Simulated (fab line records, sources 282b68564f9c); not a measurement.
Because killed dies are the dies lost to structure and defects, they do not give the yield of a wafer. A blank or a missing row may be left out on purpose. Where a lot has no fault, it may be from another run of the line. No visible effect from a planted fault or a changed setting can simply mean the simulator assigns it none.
fab line records + flow rit-cmos
[record]
- lots = 14
- wafers = 42
- last-day = 7
route steps=202 shown CONTACT@180 M1@202
lots that met no fault: taken from a fault-free run of the same line
start-h: the number of hours between the record's first day and the start of the first shown wafer of the lot + wait-h: hours since the lot's step before + " the same as in the row above + L1.1+2: a row that stands for several wafers + - no value, or no start was given + * or withheld: withheld + < > ~ a bound
route shown NAME@n: a module of which the file shows steps, and the number in the route of the first + usual: mean/standard deviation taken from wafers without a fault + same: alike in all rows + chamber/n: place in a boat + sites: each site's reading + _std_site: the standard deviation of these + _edge_site: mean of outer sites minus mean of inner sites + radius-mm: how far each site lies from the wafer's centre + mask NAME#n: copy n + behind: tool/chamber where the wafer was last shaped + hold: what put the lot on hold/how long, in hours/how the hold closed + device: names the non-switching transistor (n, p or np) + end of line: the route-end tests of the same wafers + where a step has no rows: the recipe by itself + killed: the dies lost at the first sort to structure and to defects; this is not the yield of the wafer + map: a wafer's dies, x killed, . not, _ none there
set.NAME: the setting as run; set.NAME@STEP: as run at that earlier step + model.NAME: the simulator's own value behind a step, which no gauge read
a sample of lots followed through the steps of the route, with each step as a table and each wafer as a row
services: when a tool's chamber went out of use (start-h, in hours from the record's first day, below 0 if earlier), for how many hours, and the reason
[[steps]]
[step RIT_CONTACT_STRIP_12]
[recipe]
- chemistry = O2
- time-s = 180
- resist = NOVOLAK
- platen-temp-c = withheld
- power-w = 500
- pressure-mtorr = 4000
- o2-flow-sccm = 4000
[usual]
- chamber-pressure-mTorr = 3999/3.9
- drypump-motor-current-A = 5.7/0.45
| lot.wafer | tool            | chamber | start-h | wait-h | chamber-pressure-mTorr | drypump-motor-current-A | rf-hours-counter-h |
|-----------|-----------------|---------|---------|--------|------------------------|-------------------------|--------------------|
| L798.2    | plasma-asher-02 | 0       | 70.95   | 0.1    | 3997                   | 5.5                     | 44                 |
| L798.5    | "               | 1       | "       | "      | 3995                   | 6.5                     | -                  |
| L798.6    | "               | 0       | "       | "      | 4002                   | 5.5                     | -                  |
| L801.3    | plasma-asher-01 | 1       | 95.49   | 0.2    | 3997                   | 5.0                     | -                  |
| L801.4    | "               | 0       | "       | "      | 4005                   | 6.0                     | -                  |
| L801.6    | "               | 1       | "       | "      | 3999                   | 5.0                     | -                  |
| L804.2    | plasma-asher-04 | 0       | 107.93  | 0.1    | 4006                   | 5.4                     | 46                 |
| L804.4    | "               | 1       | "       | "      | 4005                   | 5.7                     | -                  |
| L804.6    | "               | 1       | "       | "      | 3992                   | 5.7                     | -                  |
| L806.1    | plasma-asher-04 | 0       | 121.59  | 0.1    | 3999                   | 5.3                     | 48                 |
| L806.3    | "               | 0       | "       | "      | 4003                   | 5.3                     | -                  |
| L806.4    | "               | 1       | "       | "      | 3997                   | 5.7                     | -                  |
| L809.1    | plasma-asher-04 | 0       | 131.88  | 0.1    | 3992                   | 5.3                     | 49                 |
| L809.5    | "               | 0       | "       | "      | 3999                   | 5.3                     | -                  |
| L809.6    | "               | 1       | "       | "      | 4003                   | 5.7                     | -                  |
| L812.3    | plasma-asher-04 | 1       | 140.76  | 0.2    | 4000                   | 5.7                     | -                  |
| L812.4    | "               | 0       | "       | "      | 4001                   | 5.4                     | -                  |
| L812.5    | "               | 0       | "       | "      | 3999                   | 5.4                     | -                  |
| L810.1    | plasma-asher-02 | 1       | 140.91  | 0.1    | 3998                   | 6.5                     | 3                  |
| L810.4    | "               | 0       | "       | "      | 3998                   | 5.5                     | -                  |
| L810.6    | "               | 1       | "       | "      | 3996                   | 6.5                     | -                  |
| L813.3    | plasma-asher-04 | 0       | 146.04  | 0.2    | 3996                   | 5.4                     | -                  |
| L813.4    | "               | 1       | "       | "      | 4001                   | 5.8                     | -                  |
| L813.5    | "               | 1       | "       | "      | 3993                   | 5.7                     | -                  |
| L815.1    | plasma-asher-04 | 1       | 150.45  | 0.1    | -                      | -                       | -                  |
| L815.4    | "               | 0       | "       | "      | -                      | -                       | -                  |
| L815.6    | "               | 1       | "       | "      | -                      | -                       | -                  |
| L816.3    | plasma-asher-04 | 1       | 154.17  | 0.2    | -                      | -                       | -                  |
| L816.4    | "               | 0       | "       | "      | -                      | -                       | -                  |
| L816.6    | "               | 1       | "       | "      | -                      | -                       | -                  |
| L818.4    | plasma-asher-02 | 0       | 162.74  | 0.2    | 3997                   | 5.5                     | -                  |
| L818.5    | "               | 0       | "       | "      | 4006                   | 5.5                     | -                  |
| L818.6    | "               | 1       | "       | "      | 3998                   | 6.5                     | -                  |
| L819.1    | plasma-asher-04 | 0       | 163.76  | 0.1    | 4003                   | 5.3                     | 54                 |
| L819.3    | "               | 0       | "       | "      | 4001                   | 5.3                     | -                  |
| L819.6    | "               | 1       | "       | "      | 4005                   | 5.7                     | -                  |
| L820.3    | plasma-asher-04 | 1       | 170.09  | 0.2    | 3994                   | 5.8                     | -                  |
| L820.5    | "               | 1       | "       | "      | 4002                   | 5.7                     | -                  |
| L820.6    | "               | 0       | "       | "      | 3995                   | 5.3                     | -                  |
| L821.1    | plasma-asher-02 | 0       | 172.82  | 0.1    | 4001                   | 5.5                     | 8                  |
| L821.2    | "               | 1       | "       | "      | 4000                   | 6.5                     | 8                  |
| L821.3    | "               | 1       | "       | "      | 3993                   | 6.5                     | -                  |
[step RIT_M1_PROBE_99]
[usual]
- killed_at_M0_to_M3 = 0.0/0.083
- killed-at-contacts = 0.1/0.25
- killed-at-front-end = 7/3.1
- killed-dies = 7/3.2
- killed-on-rim = 1.9/1.5
- killed-open = 3.3/2
- killed-short = 3.5/2
[same]
- gross-dies = 264
- killed_at_M4_up = 0
- killed-at-back-side = 0
- killed-at-other = 0
| lot.wafer | tool      | chamber | start-h | wait-h | hold                   | killed_at_M0_to_M3 | killed-at-contacts | killed-at-front-end | killed-dies | killed-on-rim | killed-open | killed-short |
|-----------|-----------|---------|---------|--------|------------------------|--------------------|--------------------|---------------------|-------------|---------------|-------------|--------------|
| L798.2    | prober-02 | -       | 75.66   | 0.1    | -                      | 0                  | 0                  | 4                   | 4           | 0             | 0           | 4            |
| L798.5    | prober-02 | -       | 75.81   | 0.2    | -                      | 0                  | 0                  | 3                   | 3           | 2             | 0           | 3            |
| L798.6    | prober-02 | -       | 75.86   | 0.2    | -                      | 0                  | 0                  | 7                   | 7           | 2             | 3           | 4            |
| L801.3    | prober-01 | -       | 100.42  | 0.2    | -                      | 0                  | 0                  | 9                   | 9           | 2             | 6           | 3            |
| L801.4    | prober-01 | -       | 100.47  | 0.2    | -                      | 0                  | 0                  | 8                   | 8           | 2             | 6           | 2            |
| L801.6    | prober-01 | -       | 100.57  | 0.2    | -                      | 0                  | 0                  | 5                   | 5           | 2             | 1           | 4            |
| L804.2    | prober-01 | -       | 112.76  | 0.1    | -                      | 0                  | 0                  | 8                   | 8           | 0             | 4           | 4            |
| L804.4    | prober-01 | -       | 112.86  | 0.2    | -                      | 0                  | 0                  | 4                   | 4           | 1             | 0           | 4            |
| L804.6    | prober-01 | -       | 112.96  | 0.2    | -                      | 0                  | 0                  | 6                   | 6           | 3             | 5           | 1            |
| L806.1    | prober-01 | -       | 128.26  | 0.1    | -                      | 0                  | 0                  | 8                   | 8           | 1             | 4           | 4            |
| L806.3    | prober-01 | -       | 128.36  | 0.2    | -                      | 0                  | 0                  | 3                   | 3           | 0             | 2           | 1            |
| L806.4    | prober-01 | -       | 128.41  | 0.2    | -                      | 0                  | 0                  | 9                   | 9           | 3             | 4           | 5            |
| L809.1    | prober-02 | -       | 137.44  | 0.1    | -                      | 0                  | 0                  | 5                   | 5           | 3             | 4           | 1            |
| L809.5    | prober-02 | -       | 137.64  | 0.2    | -                      | 0                  | 0                  | 8                   | 8           | 1             | 3           | 5            |
| L809.6    | prober-02 | -       | 137.69  | 0.2    | -                      | 0                  | 0                  | 7                   | 7           | 2             | 6           | 1            |
| L810.1    | prober-01 | -       | 145.67  | 0.1    | -                      | 0                  | 0                  | 6                   | 6           | 4             | 3           | 3            |
| L810.4    | prober-01 | -       | 145.82  | 0.2    | -                      | 0                  | 0                  | 3                   | 3           | 0             | 2           | 1            |
| L810.6    | prober-01 | -       | 145.92  | 0.2    | -                      | 0                  | 0                  | 4                   | 4           | 0             | 2           | 2            |
| L812.3    | prober-02 | -       | 147.27  | 0.2    | -                      | 0                  | 0                  | 4                   | 4           | 2             | 1           | 3            |
| L812.4    | prober-02 | -       | 147.32  | 0.2    | -                      | 0                  | 0                  | 3                   | 3           | 1             | 1           | 2            |
| L812.5    | prober-02 | -       | 147.37  | 0.2    | -                      | 0                  | 1                  | 4                   | 5           | 1             | 2           | 3            |
| L813.3    | prober-02 | -       | 150.76  | 0.2    | -                      | 0                  | 0                  | 0                   | 0           | 0             | 0           | 0            |
| L813.4    | prober-02 | -       | 150.81  | 0.2    | -                      | 0                  | 0                  | 9                   | 9           | 2             | 3           | 6            |
| L813.5    | prober-02 | -       | 150.86  | 0.2    | -                      | 0                  | 0                  | 4                   | 4           | 1             | 2           | 2            |
| L815.1    | prober-02 | -       | 156.23  | 0.1    | await-dispo/4.6h/scrap | 260                | 0                  | 4                   | 264         | 70            | 3           | 1            |
| L815.4    | prober-02 | -       | 156.38  | 0.2    | await-dispo/4.6h/scrap | 259                | 0                  | 5                   | 264         | 70            | 3           | 2            |
| L815.6    | prober-02 | -       | 156.48  | 0.2    | await-dispo/4.6h/scrap | 254                | 0                  | 10                  | 264         | 70            | 5           | 5            |
| L816.3    | prober-01 | -       | 158.99  | 0.2    | await-dispo/2.4h/scrap | 259                | 0                  | 5                   | 264         | 70            | 1           | 4            |
| L816.4    | prober-01 | -       | 159.04  | 0.2    | await-dispo/2.4h/scrap | 255                | 0                  | 9                   | 264         | 70            | 5           | 4            |
| L816.6    | prober-01 | -       | 159.14  | 0.2    | await-dispo/2.4h/scrap | 253                | 1                  | 10                  | 264         | 70            | 6           | 5            |
| L818.4    | prober-01 | -       | 167.49  | 0.2    | -                      | 0                  | 0                  | 5                   | 5           | 2             | 3           | 2            |
| L818.5    | prober-01 | -       | 167.54  | 0.2    | -                      | 0                  | 0                  | 4                   | 4           | 0             | 2           | 2            |
| L818.6    | prober-01 | -       | 167.59  | 0.2    | -                      | 0                  | 0                  | 5                   | 5           | 1             | 3           | 2            |
| L819.1    | prober-02 | -       | 168.84  | 0.1    | -                      | 0                  | 0                  | 8                   | 8           | 4             | 4           | 4            |
| L819.3    | prober-02 | -       | 168.94  | 0.2    | -                      | 0                  | 0                  | 4                   | 4           | 0             | 1           | 3            |
| L819.6    | prober-02 | -       | 169.09  | 0.2    | -                      | 0                  | 0                  | 6                   | 6           | 0             | 2           | 4            |
| L820.3    | prober-01 | -       | 174.80  | 0.2    | -                      | 0                  | 0                  | 5                   | 5           | 0             | 2           | 3            |
| L820.5    | prober-01 | -       | 174.90  | 0.2    | -                      | 0                  | 0                  | 5                   | 5           | 3             | 4           | 1            |
| L820.6    | prober-01 | -       | 174.95  | 0.2    | -                      | 0                  | 0                  | 6                   | 6           | 2             | 3           | 3            |
| L821.1    | prober-02 | -       | 177.51  | 0.1    | -                      | 0                  | 0                  | 7                   | 7           | 0             | 2           | 5            |
| L821.2    | prober-02 | -       | 177.56  | 0.1    | -                      | 0                  | 0                  | 9                   | 9           | 3             | 2           | 7            |
| L821.3    | prober-02 | -       | 177.61  | 0.2    | -                      | 0                  | 0                  | 9                   | 9           | 0             | 5           | 4            |
// killed by level:class
L798.2 SPACER:geometric-particle:short=2 SILICIDE:geometric-particle:short=2
L798.5 SILICIDE:geometric-particle:short=2 GATE:geometric-particle:short=1
L798.6 GATE:geometric-particle:short=3 FOX2:geometric-particle:open=2 FOX1:geometric-particle:short=1 SPACER:geometric-particle:open=1
L801.3 FOX1:geometric-particle:open=2 REOX:geometric-particle:open=2 SPACER:geometric-particle:short=2 GATE:geometric-particle:open=1 GATE:geometric-particle:short=1 SPACER:geometric-particle:open=1
L801.4 SILICIDE:geometric-particle:open=2 FOX1:geometric-particle:open=1 FOX2:geometric-particle:open=1 GATE:geometric-particle:open=1 GATE:geometric-particle:short=1 REOX:geometric-particle:open=1 REOX:geometric-particle:short=1
L801.6 GATE:geometric-particle:short=3 SILICIDE:geometric-particle:open=1 SILICIDE:geometric-particle:short=1
L804.2 GATE:geometric-particle:open=2 REOX:geometric-particle:short=2 FOX1:geometric-particle:short=1 REOX:geometric-particle:open=1 SPACER:geometric-particle:open=1 SILICIDE:geometric-particle:short=1
L804.4 FOX1:geometric-particle:short=1 REOX:geometric-particle:short=1 SPACER:geometric-particle:short=1 SILICIDE:geometric-particle:short=1
L804.6 FOX2:geometric-particle:open=2 SPACER:geometric-particle:open=2 GATE:geometric-particle:short=1 GATE:geometric-particle:open=1
L806.1 FOX1:geometric-particle:short=2 GATE:geometric-particle:open=2 FOX1:geometric-particle:open=1 REOX:geometric-particle:short=1 REOX:geometric-particle:open=1 SILICIDE:geometric-particle:short=1
L806.3 SPACER:geometric-particle:short=1 SPACER:geometric-particle:open=1 SILICIDE:geometric-particle:open=1
L806.4 GATE:geometric-particle:short=3 SPACER:geometric-particle:open=2 FOX2:geometric-particle:open=1 GATE:geometric-particle:open=1 REOX:geometric-particle:short=1 SPACER:geometric-particle:short=1
L809.1 FOX1:geometric-particle:open=2 FOX1:geometric-particle:short=1 GATE:geometric-particle:open=1 SILICIDE:geometric-particle:open=1
L809.5 SPACER:geometric-particle:short=2 SILICIDE:geometric-particle:short=2 GATE:geometric-particle:open=1 GATE:geometric-particle:short=1 SPACER:geometric-particle:open=1 SILICIDE:geometric-particle:open=1
L809.6 GATE:geometric-particle:open=5 FOX1:geometric-particle:short=1 SILICIDE:geometric-particle:open=1
L810.1 SPACER:geometric-particle:short=2 SILICIDE:geometric-particle:open=2 FOX1:geometric-particle:open=1 REOX:geometric-particle:short=1
L810.4 GATE:geometric-particle:open=2 GATE:geometric-particle:short=1
L810.6 GATE:geometric-particle:short=2 FOX1:geometric-particle:open=1 GATE:geometric-particle:open=1
L812.3 SILICIDE:geometric-particle:short=2 GATE:geometric-particle:short=1 SPACER:geometric-particle:open=1
L812.4 FOX1:geometric-particle:open=1 FOX2:geometric-particle:short=1 REOX:geometric-particle:short=1
L812.5 FOX1:geometric-particle:short=1 FOX2:geometric-particle:open=1 GATE:geometric-particle:short=1 SPACER:geometric-particle:short=1 CONTACT:geometric-particle:open=1
L813.4 GATE:geometric-particle:short=3 FOX1:geometric-particle:open=2 SILICIDE:geometric-particle:short=2 GATE:geometric-particle:open=1 SPACER:geometric-particle:short=1
L813.5 GATE:geometric-particle:open=2 FOX1:geometric-particle:short=1 GATE:geometric-particle:short=1
L815.1 M1:area-sputter=260 FOX1:geometric-particle:open=1 FOX2:geometric-particle:short=1 GATE:geometric-particle:open=1 SILICIDE:geometric-particle:open=1
L815.4 M1:area-sputter=259 FOX2:geometric-particle:open=2 FOX2:geometric-particle:short=1 GATE:geometric-particle:short=1 GATE:geometric-particle:open=1
L815.6 M1:area-sputter=254 GATE:geometric-particle:short=4 GATE:geometric-particle:open=3 FOX2:geometric-particle:open=2 REOX:geometric-particle:short=1
L816.3 M1:area-sputter=259 GATE:geometric-particle:short=2 REOX:geometric-particle:short=2 REOX:geometric-particle:open=1
L816.4 M1:area-sputter=255 REOX:geometric-particle:open=2 SILICIDE:geometric-particle:open=2 FOX2:geometric-particle:short=1 GATE:geometric-particle:open=1 REOX:geometric-particle:short=1 SPACER:geometric-particle:short=1 SILICIDE:geometric-particle:short=1
L816.6 M1:area-sputter=253 FOX1:geometric-particle:open=2 GATE:geometric-particle:open=2 FOX1:geometric-particle:short=1 GATE:geometric-particle:short=1 REOX:geometric-particle:short=1 REOX:geometric-particle:open=1 SPACER:geometric-particle:open=1
L818.4 FOX1:geometric-particle:short=1 FOX1:geometric-particle:open=1 FOX2:geometric-particle:open=1 GATE:geometric-particle:short=1 GATE:geometric-particle:open=1
L818.5 FOX1:geometric-particle:open=1 FOX1:geometric-particle:short=1 GATE:geometric-particle:short=1 REOX:geometric-particle:open=1
L818.6 GATE:geometric-particle:open=2 FOX1:geometric-particle:short=1 GATE:geometric-particle:short=1 SPACER:geometric-particle:open=1
L819.1 FOX1:geometric-particle:short=2 GATE:geometric-particle:open=2 FOX1:geometric-particle:open=1 GATE:geometric-particle:short=1 SPACER:geometric-particle:open=1 SILICIDE:geometric-particle:short=1
L819.3 SILICIDE:geometric-particle:short=2 REOX:geometric-particle:short=1 SPACER:geometric-particle:open=1
L819.6 GATE:geometric-particle:short=2 FOX1:geometric-particle:open=1 FOX2:geometric-particle:open=1 FOX2:geometric-particle:short=1 SILICIDE:geometric-particle:short=1
L820.3 REOX:geometric-particle:short=2 GATE:geometric-particle:short=1 REOX:geometric-particle:open=1 SILICIDE:geometric-particle:open=1
L820.5 SILICIDE:geometric-particle:open=3 FOX1:geometric-particle:open=1 FOX2:geometric-particle:short=1
L820.6 SILICIDE:geometric-particle:open=2 GATE:geometric-particle:open=1 REOX:geometric-particle:short=1 SPACER:geometric-particle:short=1 SILICIDE:geometric-particle:short=1
L821.1 GATE:geometric-particle:short=2 FOX1:geometric-particle:open=1 FOX2:geometric-particle:short=1 REOX:geometric-particle:short=1 SPACER:geometric-particle:short=1 SILICIDE:geometric-particle:open=1
L821.2 GATE:geometric-particle:short=4 REOX:geometric-particle:short=2 REOX:geometric-particle:open=2 FOX1:geometric-particle:short=1
L821.3 FOX1:geometric-particle:open=3 FOX1:geometric-particle:short=1 FOX2:geometric-particle:open=1 FOX2:geometric-particle:short=1 REOX:geometric-particle:short=1 SILICIDE:geometric-particle:open=1 SILICIDE:geometric-particle:short=1
[[services]]
| tool            | chamber | start-h | hours | kind       |
|-----------------|---------|---------|-------|------------|
| plasma-asher-02 | -       | 108.75  | 9.0   | pm         |
| plasma-asher-02 | 0       | 108.75  | 9.0   | vent-cycle |
| plasma-asher-02 | 1       | 108.75  | 9.0   | vent-cycle |
| plasma-asher-01 | -       | 112.30  | 2.8   | pm         |
| plasma-asher-02 | 0       | 117.75  | -     | clean      |
| plasma-asher-02 | 1       | 117.75  | -     | clean      |
[[key]]
[first-sign]
- step = RIT_CONTACT_STRIP_12
- reading = tool-record
- direction = missing
[effect]
- step = RIT_M1_PROBE_99
- reading = killed_at_M0_to_M3
- direction = up
- sigmas = 99+
- usual = 0.0
- struck = 256.7
[more-kills-born-at]
- RIT_M1_SPUTTER_00@pvd-sputter-03 = 773
- RIT_M1_SPUTTER_00@pvd-sputter-02 = 767
met-at RIT_CONTACT_STRIP_12
struck-lots L815,L816
later-rows-left-out L815.1,L815.4,L815.6,L816.3,L816.4,L816.6
tester-left-out L815,L816
onset-between 146.04 150.45
[fault]
- kind = skipped-step-whole
- tool = plasma-asher-04
- chamber = -
- onset-h = 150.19
- steps = RIT_CONTACT_STRIP_12
- scope = struck-lots-only
// tester-left-out: of these lots the tester's yield and bins aren't shown, on N5 and GAA mostly nor the transistor test; their killed dies are dies lost to structure and defects alone, not to doping, threshold or leakage, so they don't give the yield
// later-rows-left-out: the simulator's readings of these wafers behind a module that went badly wrong aren't trusted and aren't shown, but for the sort
